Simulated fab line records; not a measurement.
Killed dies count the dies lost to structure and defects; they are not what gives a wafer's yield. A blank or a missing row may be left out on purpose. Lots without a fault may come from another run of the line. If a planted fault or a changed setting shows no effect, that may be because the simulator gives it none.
Split-lot study | flow berkeley cmos170 | 5 lots, 23 wafers read, on a route of 331 steps

== THE SPLIT ==
At UCB170_PFIELD_IMPLANT_07, the setting dose cm2 was moved away from the recipe's 2e+13 on 8 of the 23 wafers read, by -5.5% to +4.1%. This setting was run at the recipe's value on the other wafers.

== BETWEEN THE SPLIT AND THE READING: the file shows 1 step in between ==
- UCB170_PFIELD_STRIP_08: strips in O2

== THE READING ==
PFIELD_TW, at UCB170_PFIELD_TW_MEAS_09. Fault-free wafers of this fab line usually give 593.8, standard deviation 2.7.

wafer  | tool, chamber at the split | dose cm2 as run | against the recipe | PFIELD_TW | against lot-mates on the recipe
L075.1 | implanter-04, 0            | 2e+13           | recipe             | 594.2     | -
L075.3 | implanter-04, 0            | 2e+13           | recipe             | 599.9     | -
L075.4 | implanter-04, 0            | 2e+13           | recipe             | 597.3     | -
L078.1 | implanter-03, 0            | 2.082e+13       | +4.1%              | 604.5     | +7.9
L078.2 | implanter-03, 0            | 2e+13           | recipe             | 596.3     | -
L078.4 | implanter-03, 0            | 2.082e+13       | +4.1%              | 602.8     | +6.2
L078.5 | implanter-03, 0            | 2e+13           | recipe             | 596.7     | -
L078.6 | implanter-03, 0            | 2e+13           | recipe             | 596.9     | -
L077.1 | implanter-04, 0            | 2e+13           | recipe             | 592.1     | -
L077.2 | implanter-04, 0            | 1.89e+13        | -5.5%              | 581.3     | -9.7
L077.4 | implanter-04, 0            | 1.89e+13        | -5.5%              | 578.8     | -12.2
L077.5 | implanter-04, 0            | 2e+13           | recipe             | 591.6     | -
L077.6 | implanter-04, 0            | 2e+13           | recipe             | 589.2     | -
L082.1 | implanter-01, 0            | 1.933e+13       | -3.3%              | 583.9     | -7.3
L082.2 | implanter-01, 0            | 2e+13           | recipe             | 594.1     | -
L082.4 | implanter-01, 0            | 2e+13           | recipe             | 589.9     | -
L082.5 | implanter-01, 0            | 1.933e+13       | -3.3%              | 583.7     | -7.5
L082.6 | implanter-01, 0            | 2e+13           | recipe             | 589.6     | -
L083.2 | implanter-03, 0            | 2e+13           | recipe             | 591.4     | -
L083.3 | implanter-03, 0            | 2e+13           | recipe             | 594.0     | -
L083.4 | implanter-03, 0            | 2.045e+13       | +2.2%              | 597.6     | +4.9
L083.5 | implanter-03, 0            | 2e+13           | recipe             | 592.8     | -
L083.6 | implanter-03, 0            | 2.045e+13       | +2.2%              | 598.4     | +5.7

THE FIT
A straight line over all 23 wafers: PFIELD_TW changes by +2.5 for each +1% of dose cm2; r = +0.91; the points scatter about the line by 2.7.
The same after taking each lot's own level away (the mean of its wafers on the recipe; 23 wafers): +1.98 for each +1%; r = +0.96; scatter 1.5.
That fit puts the effect of the largest move of dose cm2 on the reading at 11.
The lots' own levels span 590.97 to 597.13, that is 2.3 times the standard deviation above.
Thus the slope moves with the lot-to-lot level: the two fits are different.
Check: for one of the wafers moved furthest among these (-5.5%), held out of the fit, the line's prediction against its lot-mates is -11.4. Against them it came out at -9.67.

== THESE WAFERS: OTHER SPLITS ==
Note: prior to the reading, these wafers also went through further splits. Each is held against what the fit with the lots' levels taken away leaves over:
other split on the same wafers     | wafers away from the commonest value | r with PFIELD_TW (lot level and that fit taken away)
UCB170_START_OXIDATION_02 temp c   | 15                                   | -0.18
UCB170_NWELL_COAT_07 resist thk nm | 11                                   | -0.05
UCB170_NWELL_IMPLANT_14 dose cm2   | 2                                    | +0.05
UCB170_ACTIVE_EXPOSE_10 dose mj    | 8                                    | -0.27

== THE FILE'S OWN FIT ==
PFIELD_TW changes by +1.98 for each +1% of dose cm2, r = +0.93.
